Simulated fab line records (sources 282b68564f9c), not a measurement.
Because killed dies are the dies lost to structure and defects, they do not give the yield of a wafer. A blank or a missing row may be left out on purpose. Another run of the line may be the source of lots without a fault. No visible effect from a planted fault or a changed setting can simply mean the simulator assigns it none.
fab line records	flow rit-cmos
[record] lots = 6	wafers = 18	last-day = 7
route steps=202 shown PLDD@118 SPACER@125 NSD@131 PSD@142 SDANNEAL@153 SILICIDE@161 M1@202
lots with no fault: from the same line, run without faults
start-h: hours from the record's first day to the start of the lot's first wafer shown	wait-h: time in hours since the lot's previous step	" unchanged from the row above	L1.1+2: a single row standing in for several wafers	- no value, or no start given	* or withheld: withheld	< > ~ a bound
route shown NAME@n: NAME is a module with steps in the file, n the number in the route of the first one	usual: mean and standard deviation over wafers with no fault	same: alike in all rows	chamber/n: place in a boat	sites: each site's reading	_std_site: the standard deviation of these	_edge_site: inner sites' mean taken away from outer sites' mean	radius-mm: for every site, how far away it sits from the centre of the wafer	mask NAME#n: copy n	behind: the most recent tool/chamber to have shaped the wafer	hold: why the lot went on hold/how many hours it stayed there/how the hold came to an end	device: names the non-switching transistor (n, p or np)	end of line: the tests these same wafers got at the end of their route	where a step has no rows: the recipe by itself	killed: the dies lost at the first sort to structure and to defects; this is not the yield of the wafer	map: dies across one wafer; x = killed, . = not, _ = none there
set.NAME: the setting as run; set.NAME@STEP: as run at that earlier step	model.NAME: the simulator's own value behind a step, which no gauge read
a table for each step, a row for each wafer; lots at some steps of the route
services: when a tool's chamber went out of use (start-h, in hours from the record's first day, below 0 if earlier), for how many hours, and the reason
[[steps]]
[step RIT_PLDD_PEB_04]
[recipe] resist = NOVOLAK	temp-c = withheld	time-s = withheld
[step RIT_PLDD_DEVELOP_05]
[recipe] resist = NOVOLAK	develop-time-s = 50	dev-temp-c = 23
[step RIT_PLDD_OVL_MEAS_06]
[usual] PLDD_OVL = -0.1/1.5
lot.wafer	tool	chamber	start-h	wait-h	PLDD_OVL[nm]
L725.3	overlay-02	-	64.05	-	0.3
L725.5	"	-	"	"	0.0
L725.6	"	-	"	"	1.9
L726.2	overlay-01	-	71.89	-	-0.8
L726.4	"	-	"	"	-2.2
L726.6	"	-	"	"	-1.0
L732.2	overlay-01	-	98.69	-	1.4
L732.4	"	-	"	"	0.4
L732.5	"	-	"	"	1.7
L733.4	overlay-02	-	103.60	-	-2.4
L733.5	"	-	"	"	-1.3
L733.6	"	-	"	"	0.0
L740.2	overlay-02	-	139.44	-	-0.1
L740.3	"	-	"	"	-2.8
L740.4	"	-	"	"	-1.7
L744.2	overlay-01	-	158.72	-	3.1
L744.3	"	-	"	"	2.2
L744.6	"	-	"	"	1.1
[step RIT_PLDD_HARDBAKE_07]
[recipe] resist = NOVOLAK	temp-c = 140	time-s = 60
[step RIT_PLDD_IMPLANT_08]
[recipe] species = BF2	energy-kev = 20	dose-cm2 = 9e+14	tilt-deg = 7
[step RIT_PLDD_STRIP_09]
[recipe] chemistry = O2	time-s = 180	resist = NOVOLAK	platen-temp-c = withheld	power-w = 500	pressure-mtorr = 4000	o2-flow-sccm = 4000
[usual] drypump-motor-current-A = 5.8/0.38
lot.wafer	tool	chamber	start-h	wait-h	drypump-motor-current-A	rf-hours-counter-h
L725.3	plasma-asher-02	0	64.43	0.1	6.4	-
L725.5	"	0	"	"	6.4	-
L725.6	"	1	"	"	5.5	-
L726.2	plasma-asher-04	1	72.22	0.1	5.3	43
L726.4	"	1	"	"	5.4	-
L726.6	"	0	"	"	5.8	-
L732.2	plasma-asher-04	0	99.02	0.1	5.8	46
L732.4	"	0	"	"	5.8	-
L732.5	"	1	"	"	5.4	-
L733.4	plasma-asher-04	0	104.04	0.1	5.8	-
L733.5	"	0	"	"	5.8	-
L733.6	"	1	"	"	5.4	-
L740.2	plasma-asher-03	1	139.77	0.1	5.6	3
L740.3	"	1	"	"	5.6	-
L740.4	"	0	"	"	6.3	-
L744.2	plasma-asher-02	0	159.05	0.1	6.4	36
L744.3	"	1	"	"	5.5	-
L744.6	"	1	"	"	5.5	-
[step RIT_PLDD_TW_MEAS_10]
[usual] PLDD_TW = 2343/20
lot.wafer	tool	chamber	start-h	wait-h	PLDD_TW
L725.3	film-metro-02	-	64.57	0.1	2342
L725.5	"	-	"	"	2347
L725.6	"	-	"	"	2359
L726.2	film-metro-02	-	72.40	0.1	2351
L726.4	"	-	"	"	2357
L726.6	"	-	"	"	2356
L732.2	film-metro-02	-	99.20	0.1	2351
L732.4	"	-	"	"	2345
L732.5	"	-	"	"	2345
L733.4	film-metro-01	-	104.19	0.1	2301
L733.5	"	-	"	"	2314
L733.6	"	-	"	"	2311
L740.2	film-metro-01	-	139.95	0.1	2339
L740.3	"	-	"	"	2330
L740.4	"	-	"	"	2343
L744.2	film-metro-01	-	159.24	0.1	2320
L744.3	"	-	"	"	2297
L744.6	"	-	"	"	2308
[step RIT_SPACER_CLEAN_00]
[recipe] chemistry = SC1	mix = 3:3:50	time-s = 600	temp-c = 75
[step RIT_SPACER_CLEAN_01]
[recipe] chemistry = dHF	dilution = 50:1	time-s = 30
[step RIT_SPACER_CLEAN_02]
[recipe] chemistry = SC2	mix = 3:3:50	time-s = 600	temp-c = 75	dry = n2-spin
[step RIT_SPACER_CVD_03]
[recipe] material = Si3N4	target-thk-nm = 250	temp-c = 810	precursor = SiH2Cl2/NH3	time-s = 3226	pressure-mtorr = 300	sih2cl2-flow-sccm = 60	nh3-flow-sccm = 150
[step RIT_SPACER_THK_MEAS_04]
[recipe] reads = Si3N4_of_SPACER_CVD_03
[usual] SPACER_NITRIDE_THK = 245.2/1.8
lot.wafer	tool	chamber	start-h	wait-h	SPACER_NITRIDE_THK[nm]
L725.3	film-metro-01	-	67.90	0.0	248.1
L725.5	"	-	"	"	248.6
L725.6	"	-	"	"	248.4
L726.2	film-metro-02	-	75.72	0.0	243.6
L726.4	"	-	"	"	244.0
L726.6	"	-	"	"	243.7
L732.2	film-metro-01	-	101.61	0.0	246.1
L732.4	"	-	"	"	248.1
L732.5	"	-	"	"	244.6
L733.4	film-metro-04	-	106.60	0.1	248.1
L733.5	"	-	"	"	249.0
L733.6	"	-	"	"	247.8
L740.2	film-metro-01	-	142.38	0.0	246.0
L740.3	"	-	"	"	243.5
L740.4	"	-	"	"	246.6
L744.2	film-metro-01	-	161.58	0.0	244.9
L744.3	"	-	"	"	245.5
L744.6	"	-	"	"	243.4
[step RIT_SPACER_ETCHBACK_05]
[recipe] target-depth-a = 2500	SF6_flow_sccm = 30	CHF3_flow_sccm = 30	target = Si3N4	chemistry = SF6/CHF3	pressure-mtorr = 40	rf-w = 250	time-s = 240	stop-on = SiO2
[usual] drypump-motor-current-A = 5.95/0.21	oes-product-au = 0.831/0.014	throttle-valve-pct = 10.22/0.12
lot.wafer	tool	chamber	start-h	wait-h	drypump-motor-current-A	oes-product-au	rf-hours-counter-h	throttle-valve-pct	model.poly-Si_of_GATE_CVD_08.thk-nm	model.Si3N4_of_SPACER_CVD_03.thk-nm
L725.3	rie-diel-03	0	67.94	0.0	5.65	0.829	6	10.17	173.3	195
L725.5	"	2	"	"	5.92	0.856	-	10.41	174.3	195.9
L725.6	"	3	"	"	6.16	0.828	-	10.28	173.4	195.1
L726.2	rie-diel-01	3	75.77	0.0	5.99	0.826	141	10.06	169.8	191.7
L726.4	"	1	"	"	6.13	0.852	-	10.23	171.6	192.8
L726.6	"	3	"	"	5.99	0.814	-	10.07	169.3	191.1
L732.2	rie-diel-01	1	101.66	0.0	6.10	0.862	156	10.25	177.4	202.4
L732.4	"	2	"	"	5.89	0.829	17	10.24	176.2	202.6
L732.5	"	1	"	"	6.11	0.852	-	10.25	180.5	201.3
L733.4	rie-diel-01	2	106.63	0.0	5.86	0.838	17	10.24	180.5	202.4
L733.5	"	0	"	"	6.08	0.840	-	10.21	184.8	205.1
L733.6	"	3	"	"	5.99	0.828	-	10.06	181.1	202.6
L740.2	rie-diel-04	2	142.43	0.0	6.20	0.834	81	10.12	173.4	194.3
L740.3	"	1	"	"	5.69	0.838	-	10.57	170.7	191.1
L740.4	"	2	"	"	6.22	0.824	-	10.13	175.3	194.7
L744.2	rie-diel-04	1	161.63	0.0	5.76	0.837	5	10.58	170.1	191.9
L744.3	"	3	"	"	5.47	0.845	0	10.10	169.7	192.8
L744.6	"	2	"	"	6.21	0.823	-	10.13	171.7	192.3
[step RIT_NSD_HMDS_00]
[recipe] prime-time-s = 60	prime-temp-c = 140
[step RIT_NSD_COAT_01]
[recipe] resist = NOVOLAK	spin-rpm = 3250	resist-thk-nm = 1000
[step RIT_NSD_SOFTBAKE_02]
[recipe] resist = NOVOLAK	temp-c = 90	time-s = 60.96
[usual] plate-sensor-t-centre-C = 90.970/0.01	plate-sensor-t-edge-C = 91.020/0.01	softbake-temp-c = 90.02/0.13
lot.wafer	tool	chamber	start-h	wait-h	plate-sensor-t-centre-C	plate-sensor-t-edge-C	softbake-temp-c
L725.3	litho-track-03	0	68.44	0.1	90.962	91.016	89.75
L725.5	"	0	"	"	90.966	91.015	90.01
L725.6	"	0	"	"	90.969	91.011	90.06
L726.2	litho-track-03	0	76.24	0.1	90.956	91.028	90.19
L726.4	"	0	"	"	90.953	91.022	89.95
L726.6	"	0	"	"	90.977	91.027	89.91
L732.2	litho-track-03	0	102.14	0.1	90.979	91.036	89.80
L732.4	"	0	"	"	90.972	91.014	89.93
L732.5	"	0	"	"	90.955	91.028	89.94
L733.4	litho-track-04	0	107.17	0.1	90.977	91.025	89.97
L733.5	"	0	"	"	90.974	91.023	89.85
L733.6	"	0	"	"	90.970	91.029	90.05
L740.2	litho-track-04	0	142.98	0.1	90.963	91.027	90.11
L740.3	"	0	"	"	90.970	91.026	90.25
L740.4	"	0	"	"	90.985	91.004	90.00
L744.2	litho-track-01	0	162.35	0.1	90.977	91.005	90.00
L744.3	"	0	"	"	90.964	91.011	90.04
L744.6	"	0	"	"	90.956	91.013	89.97
[step RIT_NSD_EXPOSE_03]
[recipe] mask-id = M9	na = 0.57	target-cd-nm = 40700	dose-mj = 250
[step RIT_NSD_PEB_04]
[recipe] resist = NOVOLAK	temp-c = withheld	time-s = withheld
[step RIT_NSD_DEVELOP_05]
[recipe] resist = NOVOLAK	develop-time-s = 50	dev-temp-c = 23
[step RIT_NSD_OVL_MEAS_06]
[usual] NSD_OVL = 0.0/1.5
lot.wafer	tool	chamber	start-h	wait-h	NSD_OVL[nm]
L725.3	overlay-01	-	69.08	-	3.2
L725.5	"	-	"	"	0.0
L725.6	"	-	"	"	2.6
L726.2	overlay-02	-	76.90	-	-0.3
L726.4	"	-	"	"	1.0
L726.6	"	-	"	"	1.6
L732.2	overlay-01	-	102.67	-	-0.2
L732.4	"	-	"	"	0.6
L732.5	"	-	"	"	1.8
L733.4	overlay-02	-	107.79	-	0.9
L733.5	"	-	"	"	0.2
L733.6	"	-	"	"	-0.7
L740.2	overlay-01	-	143.64	-	0.3
L740.3	"	-	"	"	1.3
L740.4	"	-	"	"	-0.2
L744.2	overlay-02	-	163.05	-	-1.6
L744.3	"	-	"	"	-0.5
L744.6	"	-	"	"	-0.2
[step RIT_NSD_HARDBAKE_07]
[recipe] resist = NOVOLAK	temp-c = 140	time-s = 60
[step RIT_NSD_IMPLANT_08]
[recipe] species = P	energy-kev = 25	dose-cm2 = 1e+15	tilt-deg = 7
[step RIT_NSD_STRIP_09]
[recipe] chemistry = O2	time-s = 180	resist = NOVOLAK	platen-temp-c = withheld	power-w = 500	pressure-mtorr = 4000	o2-flow-sccm = 4000
[usual] drypump-motor-current-A = 6.1/0.43
lot.wafer	tool	chamber	start-h	wait-h	drypump-motor-current-A	rf-hours-counter-h
L725.3	plasma-asher-01	0	69.46	0.1	6.6	-
L725.5	"	1	"	"	6.4	-
L725.6	"	0	"	"	6.6	-
L726.2	plasma-asher-03	0	77.23	0.1	6.3	44
L726.4	"	1	"	"	5.6	-
L726.6	"	1	"	"	5.6	-
L732.2	plasma-asher-02	1	103.00	0.1	5.6	31
L732.4	"	1	"	"	5.6	-
L732.5	"	1	"	"	5.6	-
L733.4	plasma-asher-02	0	108.17	0.1	6.4	-
L733.5	"	0	"	"	6.4	-
L733.6	"	1	"	"	5.5	-
L740.2	plasma-asher-02	0	143.97	0.1	6.4	34
L740.3	"	1	"	"	5.6	-
L740.4	"	0	"	"	6.4	-
L744.2	plasma-asher-03	0	163.38	0.1	6.3	5
L744.3	"	0	"	"	6.3	-
L744.6	"	1	"	"	5.6	-
[step RIT_NSD_TW_MEAS_10]
[usual] NSD_TW = 3121/21
lot.wafer	tool	chamber	start-h	wait-h	NSD_TW
L725.3	film-metro-03	-	69.60	0.1	3122
L725.5	"	-	"	"	3115
L725.6	"	-	"	"	3117
L726.2	film-metro-02	-	77.42	0.1	3145
L726.4	"	-	"	"	3134
L726.6	"	-	"	"	3117
L732.2	film-metro-03	-	103.18	0.1	3128
L732.4	"	-	"	"	3125
L732.5	"	-	"	"	3124
L733.4	film-metro-03	-	108.31	0.1	3136
L733.5	"	-	"	"	3115
L733.6	"	-	"	"	3129
L740.2	film-metro-02	-	144.15	0.1	3097
L740.3	"	-	"	"	3112
L740.4	"	-	"	"	3097
L744.2	film-metro-02	-	163.60	0.2	3100
L744.3	"	-	"	"	3111
L744.6	"	-	"	"	3117
[step RIT_PSD_HMDS_00]
[recipe] prime-time-s = 60	prime-temp-c = 140
[step RIT_PSD_COAT_01]
[recipe] resist = NOVOLAK	spin-rpm = 3250	resist-thk-nm = 1000
[step RIT_PSD_SOFTBAKE_02]
[recipe] resist = NOVOLAK	temp-c = 90	time-s = 60
[step RIT_PSD_EXPOSE_03]
[recipe] mask-id = M10	na = 0.57	target-cd-nm = 40900	dose-mj = 250
[step RIT_PSD_PEB_04]
[recipe] resist = NOVOLAK	temp-c = withheld	time-s = withheld
[step RIT_PSD_DEVELOP_05]
[recipe] resist = NOVOLAK	develop-time-s = 50	dev-temp-c = 23
[step RIT_PSD_OVL_MEAS_06]
[usual] PSD_OVL = 0.1/1.6
lot.wafer	tool	chamber	start-h	wait-h	PSD_OVL[nm]
L725.3	overlay-02	-	70.50	-	1.2
L725.5	"	-	"	"	-0.1
L725.6	"	-	"	"	1.4
L726.2	overlay-01	-	78.33	-	-0.3
L726.4	"	-	"	"	3.3
L726.6	"	-	"	"	1.8
L732.2	overlay-02	-	104.22	-	2.5
L732.4	"	-	"	"	0.5
L732.5	"	-	"	"	1.1
L733.4	overlay-02	-	109.34	-	-0.2
L733.5	"	-	"	"	0.2
L733.6	"	-	"	"	-1.4
L740.2	overlay-01	-	145.06	-	1.2
L740.3	"	-	"	"	1.6
L740.4	"	-	"	"	1.1
L744.2	overlay-02	-	164.51	-	-0.4
L744.3	"	-	"	"	0.0
L744.6	"	-	"	"	-1.1
[step RIT_PSD_HARDBAKE_07]
[recipe] resist = NOVOLAK	temp-c = 140	time-s = 60
[step RIT_PSD_IMPLANT_08]
[recipe] species = BF2	energy-kev = 26.48	dose-cm2 = 5e+15	tilt-deg = 7
[step RIT_PSD_STRIP_09]
[recipe] chemistry = O2	time-s = 180	resist = NOVOLAK	platen-temp-c = withheld	power-w = 500	pressure-mtorr = 4000	o2-flow-sccm = 4000
[usual] drypump-motor-current-A = 5.9/0.47
lot.wafer	tool	chamber	start-h	wait-h	drypump-motor-current-A	rf-hours-counter-h
L725.3	plasma-asher-02	1	70.88	0.1	5.5	-
L725.5	"	0	"	"	6.4	-
L725.6	"	1	"	"	5.6	-
L726.2	plasma-asher-02	0	78.66	0.1	6.5	29
L726.4	"	1	"	"	5.5	-
L726.6	"	1	"	"	5.5	-
L732.2	plasma-asher-01	0	104.55	0.1	6.6	45
L732.4	"	1	"	"	6.4	-
L732.5	"	0	"	"	6.6	-
L733.4	plasma-asher-01	1	109.71	0.1	6.4	-
L733.5	"	1	"	"	6.4	-
L733.6	"	0	"	"	6.6	-
L740.2	plasma-asher-04	1	145.39	0.1	5.4	51
L740.3	"	0	"	"	5.8	-
L740.4	"	1	"	"	5.4	-
L744.2	plasma-asher-02	0	164.84	0.1	6.4	37
L744.3	"	0	"	"	6.4	-
L744.6	"	1	"	"	5.6	-
[step RIT_PSD_TW_MEAS_10]
[usual] PSD_TW = 3408/28
lot.wafer	tool	chamber	start-h	wait-h	PSD_TW
L725.3	film-metro-01	-	71.02	0.1	3380
L725.5	"	-	"	"	3351
L725.6	"	-	"	"	3345
L726.2	film-metro-01	-	78.84	0.1	3360
L726.4	"	-	"	"	3361
L726.6	"	-	"	"	3367
L732.2	film-metro-02	-	104.73	0.1	3423
L732.4	"	-	"	"	3431
L732.5	"	-	"	"	3435
L733.4	film-metro-03	-	109.86	0.1	3405
L733.5	"	-	"	"	3410
L733.6	"	-	"	"	3439
L740.2	film-metro-03	-	145.57	0.1	3424
L740.3	"	-	"	"	3437
L740.4	"	-	"	"	3428
L744.2	film-metro-03	-	165.02	0.1	3418
L744.3	"	-	"	"	3415
L744.6	"	-	"	"	3413
[step RIT_SDANNEAL_CLEAN_00]
[recipe] chemistry = SC1	mix = 3:3:50	time-s = 600	temp-c = 75
[step RIT_SDANNEAL_CLEAN_01]
[recipe] chemistry = dHF	dilution = 50:1	time-s = 30
[step RIT_SDANNEAL_CLEAN_02]
[recipe] chemistry = SC2	mix = 3:3:50	time-s = 600	temp-c = 75	dry = n2-spin
lot.wafer	tool	chamber	start-h	wait-h	model.poly-Si_of_GATE_CVD_08.thk-nm
L725.3	wet-bench-02	3	71.27	0.0	168.9
L725.5	"	3	"	"	170
L725.6	"	3	"	"	169.1
L726.2	wet-bench-03	3	79.10	0.0	165.4
L726.4	"	3	"	"	167.2
L726.6	"	3	"	"	164.9
L732.2	wet-bench-03	2	104.97	0.0	173
L732.4	"	2	"	"	171.9
L732.5	"	2	"	"	176.1
L733.4	wet-bench-02	1	110.08	0.0	176.1
L733.5	"	1	"	"	180.4
L733.6	"	1	"	"	176.7
L740.2	wet-bench-04	3	145.83	0.0	169
L740.3	"	3	"	"	166.3
L740.4	"	3	"	"	171
L744.2	wet-bench-02	0	165.26	0.0	165.7
L744.3	"	0	"	"	165.3
L744.6	"	0	"	"	167.3
[step RIT_SDANNEAL_RTA_03]
[recipe] temp-c = 1050	time-s = 5	idle-temp-c = 600	ramp-up-c-per-s = 342	ramp-down-c-per-s = 171	cool-to-c = 600	ambient = N2
[usual] ramp-down-c-per-s = 171.00/0.031	ramp-up-c-per-s = 342.00/0.06	wafer_temp_C_max = 1053.4/1.1
lot.wafer	tool	chamber	start-h	wait-h	ramp-down-c-per-s	ramp-up-c-per-s	wafer_temp_C_max
L725.3	rtp-anneal-01	0	71.46	0.0	171.02	341.97	1053.9
L725.5	"	0	"	"	171.01	342.04	1052.4
L725.6	"	0	"	"	171.06	341.97	1052.6
L726.2	rtp-anneal-02	0	79.30	0.0	170.97	342.04	1051.9
L726.4	"	0	"	"	171.02	342.12	1054.1
L726.6	"	0	"	"	171.01	342.00	1052.8
L732.2	rtp-anneal-02	0	105.19	0.0	171.00	341.94	1054.7
L732.4	"	0	"	"	170.97	341.99	1053.2
L732.5	"	0	"	"	171.01	342.01	1052.7
L733.4	rtp-anneal-01	0	110.29	0.0	171.04	341.95	1053.6
L733.5	"	0	"	"	171.01	342.00	1057.2
L733.6	"	0	"	"	171.01	342.02	1053.8
L740.2	rtp-anneal-02	0	146.02	0.0	171.01	342.01	1051.7
L740.3	"	0	"	"	170.96	342.00	1052.5
L740.4	"	0	"	"	171.01	341.95	1053.8
L744.2	rtp-anneal-02	0	165.45	0.0	171.00	341.99	1051.2
L744.3	"	0	"	"	171.01	341.98	1054.5
L744.6	"	0	"	"	170.97	341.86	1054.8
[step RIT_SDANNEAL_RS_MEAS_04]
[recipe] thk-meas-gauge = four-point-probe
[usual] PSD_RS = 117.00/0.29
lot.wafer	tool	chamber	start-h	wait-h	PSD_RS[ohm/sq]
L725.3	film-metro-02	-	71.54	0.1	116.88
L725.5	"	-	"	"	117.11
L725.6	"	-	"	"	116.86
L726.2	film-metro-01	-	79.37	0.1	117.29
L726.4	"	-	"	"	117.62
L726.6	"	-	"	"	117.85
L732.2	film-metro-02	-	105.26	0.1	117.26
L732.4	"	-	"	"	117.33
L732.5	"	-	"	"	117.09
L733.4	film-metro-02	-	110.38	0.1	117.02
L733.5	"	-	"	"	117.25
L733.6	"	-	"	"	117.34
L740.2	film-metro-01	-	146.08	0.1	117.29
L740.3	"	-	"	"	117.39
L740.4	"	-	"	"	117.11
L744.2	film-metro-03	-	165.52	0.1	117.24
L744.3	"	-	"	"	117.70
L744.6	"	-	"	"	117.13
[step RIT_SDANNEAL_RS_MEAS_05]
[recipe] thk-meas-gauge = four-point-probe
[usual] NSD_RS = 84.47/0.3
lot.wafer	tool	chamber	start-h	wait-h	NSD_RS[ohm/sq]
L725.3	film-metro-02	-	71.66	0.1	84.90
L725.5	"	-	"	"	85.04
L725.6	"	-	"	"	84.89
L726.2	film-metro-01	-	79.49	0.1	84.52
L726.4	"	-	"	"	84.61
L726.6	"	-	"	"	84.62
L732.2	film-metro-02	-	105.38	0.1	84.53
L732.4	"	-	"	"	84.33
L732.5	"	-	"	"	83.99
L733.4	film-metro-02	-	110.50	0.1	84.25
L733.5	"	-	"	"	84.58
L733.6	"	-	"	"	84.21
L740.2	film-metro-01	-	146.20	0.1	84.62
L740.3	"	-	"	"	84.48
L740.4	"	-	"	"	84.66
L744.2	film-metro-03	-	165.64	0.1	84.87
L744.3	"	-	"	"	84.82
L744.6	"	-	"	"	84.57
[step RIT_SDANNEAL_RS_MEAS_06]
[recipe] thk-meas-gauge = four-point-probe
[usual] PLDD_RS = 178.5/0.47
lot.wafer	tool	chamber	start-h	wait-h	PLDD_RS[ohm/sq]
L725.3	film-metro-02	-	71.78	0.1	178.8
L725.5	"	-	"	"	179.0
L725.6	"	-	"	"	178.0
L726.2	film-metro-01	-	79.61	0.1	178.8
L726.4	"	-	"	"	178.7
L726.6	"	-	"	"	179.2
L732.2	film-metro-02	-	105.50	0.1	178.4
L732.4	"	-	"	"	179.0
L732.5	"	-	"	"	178.7
L733.4	film-metro-02	-	110.62	0.1	178.7
L733.5	"	-	"	"	178.5
L733.6	"	-	"	"	178.9
L740.2	film-metro-01	-	146.32	0.1	178.7
L740.3	"	-	"	"	179.3
L740.4	"	-	"	"	178.8
L744.2	film-metro-03	-	165.76	0.1	178.8
L744.3	"	-	"	"	178.9
L744.6	"	-	"	"	178.9
[step RIT_SILICIDE_WET_ETCH_00]
[recipe] chemistry = BOE	target = SiO2	target-depth-nm = 14	time-s = 15	dry = n2-spin	dilution = 10:1	temp-c = 21.5
lot.wafer	tool	chamber	start-h	wait-h	model.Si3N4_of_SPACER_CVD_03.thk-nm
L725.3+6	wet-bench-01	3	71.98	0.1	193.9
L725.5	"	3	"	"	194.7
L726.2	wet-bench-01	1	79.83	0.1	190.5
L726.4	"	1	"	"	191.6
L726.6	"	1	"	"	190
L732.2	wet-bench-04	2	105.72	0.1	201.2
L732.4	"	2	"	"	201.4
L732.5	"	2	"	"	200.2
L733.4	wet-bench-04	0	110.80	0.0	201.2
L733.5	"	0	"	"	203.9
L733.6	"	0	"	"	201.4
L740.2	wet-bench-04	1	146.54	0.1	193.1
L740.3	"	1	"	"	190
L740.4	"	1	"	"	193.5
L744.2	wet-bench-04	3	165.98	0.1	190.8
L744.3	"	3	"	"	191.6
L744.6	"	3	"	"	191.1
[step RIT_M1_PROBE_99]
lot.wafer	tool	chamber	start-h	wait-h	model.etest.pplus-sal.width-nm	model.etest.nplus-sal.width-nm	model.etest.nmos_0p15.r-on-ohm-um	model.etest.nwell-pinched.rs-ohm-sq	model.etest.pwell-pinched.rs-ohm-sq	model.etest.nmos-narrow.drive-ua-um	model.etest.nmos_0p3.drive-ua-um	model.etest.field-p-metal.vt-v
L725.3	prober-01	-	79.12	0.2	3403	3414	1143	339.1	460.7	216	219.1	-29.26
L725.5	prober-01	-	79.22	0.2	3415	3401	1127	334.6	460.3	215.2	217.9	-29.77
L725.6	prober-01	-	79.27	0.2	3425	3414	1132	336.8	467.7	217.7	220.3	-29.5
L726.2	prober-02	-	86.87	0.1	3420	3424	1160	342.7	458.5	211.3	217	-27.88
L726.4	prober-02	-	86.97	0.2	3383	3404	1127	336.8	453	216.6	219.8	-28.17
L726.6	prober-02	-	87.07	0.2	3434	3434	1175	339.1	464.4	212.5	217.8	-28.09
L732.2	prober-02	-	112.69	0.1	3343	3318	1015	313.5	441	220.4	220.8	-30.95
L732.4	prober-02	-	112.79	0.2	3316	3340	979.4	314.8	436.2	220.9	225.7	-30.68
L732.5	prober-02	-	112.84	0.2	3340	3328	999.5	311.2	448.7	223.7	223.6	-31.79
L733.4	prober-02	-	117.87	0.2	3330	3326	1076	312.6	443.8	211.3	215.3	-30.79
L733.5	prober-02	-	117.92	0.2	3292	3297	1103	307.2	443	206	210.1	-31.83
L733.6	prober-02	-	117.97	0.2	3310	3302	1070	312.2	444.9	216.4	219.4	-31.31
L740.2	prober-01	-	153.71	0.1	3410	3424	1100	342.6	464.5	234.4	231.6	-29.15
L740.3	prober-01	-	153.76	0.2	3455	3452	1121	342.8	463.1	237.3	232.2	-28.83
L740.4	prober-01	-	153.81	0.2	3442	3402	1082	338.6	459	232.8	232.6	-29.01
L744.2	prober-01	-	175.25	0.1	3412	3428	1201	344.1	460.6	223.3	230.7	-28.06
L744.3	prober-01	-	175.30	0.2	3428	3412	1177	339.9	461.5	229.1	229.3	-28.3
L744.6	prober-01	-	175.45	0.2	3410	3416	1161	336.8	459.9	226.3	226.9	-28.88
// killed by level:class
L725.3 FOX1:geometric-particle:short=2 FOX1:geometric-particle:open=2 SPACER:geometric-particle:open=2 SPACER:geometric-particle:short=2 GATE:geometric-particle:short=1 CONTACT:geometric-particle:open=1
L725.5 FOX1:geometric-particle:open=1 FOX1:geometric-particle:short=1 SPACER:geometric-particle:short=1
L725.6 FOX1:geometric-particle:short=1 SPACER:geometric-particle:short=1
L726.2 FOX1:geometric-particle:short=1 GATE:geometric-particle:open=1 GATE:geometric-particle:short=1 SPACER:geometric-particle:short=1
L726.4 FOX2:geometric-particle:open=1 FOX2:geometric-particle:short=1 GATE:geometric-particle:open=1 SPACER:geometric-particle:short=1
L726.6 FOX1:geometric-particle:open=1 GATE:geometric-particle:short=1 GATE:geometric-particle:open=1 SPACER:geometric-particle:open=1 SPACER:geometric-particle:short=1 SILICIDE:geometric-particle:open=1
L740.2 FOX1:geometric-particle:open=2 FOX2:geometric-particle:open=1 REOX:geometric-particle:short=1 SPACER:geometric-particle:open=1 SILICIDE:geometric-particle:open=1 CONTACT:geometric-particle:open=1
L740.3 SPACER:geometric-particle:short=2 FOX1:geometric-particle:short=1 FOX2:geometric-particle:open=1 REOX:geometric-particle:open=1 SPACER:geometric-particle:open=1 SILICIDE:geometric-particle:short=1
L740.4 FOX1:geometric-particle:open=1 GATE:geometric-particle:open=1 REOX:geometric-particle:short=1 REOX:geometric-particle:open=1 SILICIDE:geometric-particle:open=1
L744.2 REOX:geometric-particle:short=2 FOX1:geometric-particle:short=1 GATE:geometric-particle:open=1 NWELL:coat-microbubble-printed=1
L744.3 GATE:geometric-particle:open=3 REOX:geometric-particle:open=3 FOX1:geometric-particle:open=2 REOX:geometric-particle:short=2 GATE:geometric-particle:short=1 NWELL:coat-microbubble-printed=1
L744.6 GATE:geometric-particle:short=2 GATE:geometric-particle:open=2
[[services]]
tool	chamber	start-h	hours	kind
rie-diel-01	0	45.17	1.5	repair
plasma-asher-01	-	46.11	1.4	repair
plasma-asher-03	-	52.92	0.6	repair
rie-diel-01	0	72.89	-	clean
rie-diel-01	0	72.89	-	consumable-replace:esc
rie-diel-01	0	72.89	21.3	scheduled-down
rie-diel-01	0	72.89	21.3	vent-cycle
plasma-asher-01	-	76.21	2.8	pm
rie-diel-03	1	79.70	9.6	repair
rie-diel-04	-	84.68	0.3	repair
rie-diel-03	-	93.04	65.3	repair
plasma-asher-03	-	108.80	9.0	pm
plasma-asher-03	0	108.80	9.0	vent-cycle
plasma-asher-03	1	108.80	9.0	vent-cycle
plasma-asher-02	-	110.74	10.5	repair
plasma-asher-03	0	117.80	-	clean
plasma-asher-03	1	117.80	-	clean
rie-diel-01	2	120.15	6.0	repair
plasma-asher-04	-	125.93	8.0	repair
rie-diel-01	1	126.12	-	clean
rie-diel-04	0	128.36	46.2	repair
rie-diel-04	2	130.13	4.4	repair
plasma-asher-04	-	160.90	2.3	repair
plasma-asher-01	-	162.29	0.7	repair
[[key]]
first-sign none at tools or gauges
[model-effect] step = RIT_SPACER_ETCHBACK_05	value = poly-Si_of_GATE_CVD_08.thk-nm	without = 170.4	struck = 180.1
[model-effect] step = RIT_SDANNEAL_CLEAN_02	value = poly-Si_of_GATE_CVD_08.thk-nm	without = 166.1	struck = 175.7
[model-effect] step = RIT_SILICIDE_WET_ETCH_00	value = Si3N4_of_SPACER_CVD_03.thk-nm	without = 193.7	struck = 201.6
[model-effect] step = RIT_M1_PROBE_99	value = etest.pplus-sal.width-nm	without = 3415	struck = 3322
met-at RIT_SPACER_ETCHBACK_05
struck-wafers L732.2,L732.4,L732.5,L733.4,L733.5,L733.6
sort-left-out L732.2,L732.4,L732.5,L733.4,L733.5,L733.6
tester-left-out L732,L733
onset-between 75.77 101.66
also-fits RIT_PLDD_STRIP_09:plasma-asher-04
[fault] kind = process-parameter-drift	tool = rie-diel-01	chamber = -	onset-h = 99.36	steps = RIT_SPACER_ETCHBACK_05	channel = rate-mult	offset = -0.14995	shape = step	end-h = 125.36
// tester-left-out: of these lots the tester's yield and bins aren't shown, on N5 and GAA mostly nor the transistor test; their killed dies are dies lost to structure and defects alone, not to doping, threshold or leakage, so they don't give the yield
// sort-left-out: the simulated sort isn't trusted on such a fault, so these wafers' sort isn't shown, and their yield isn't known
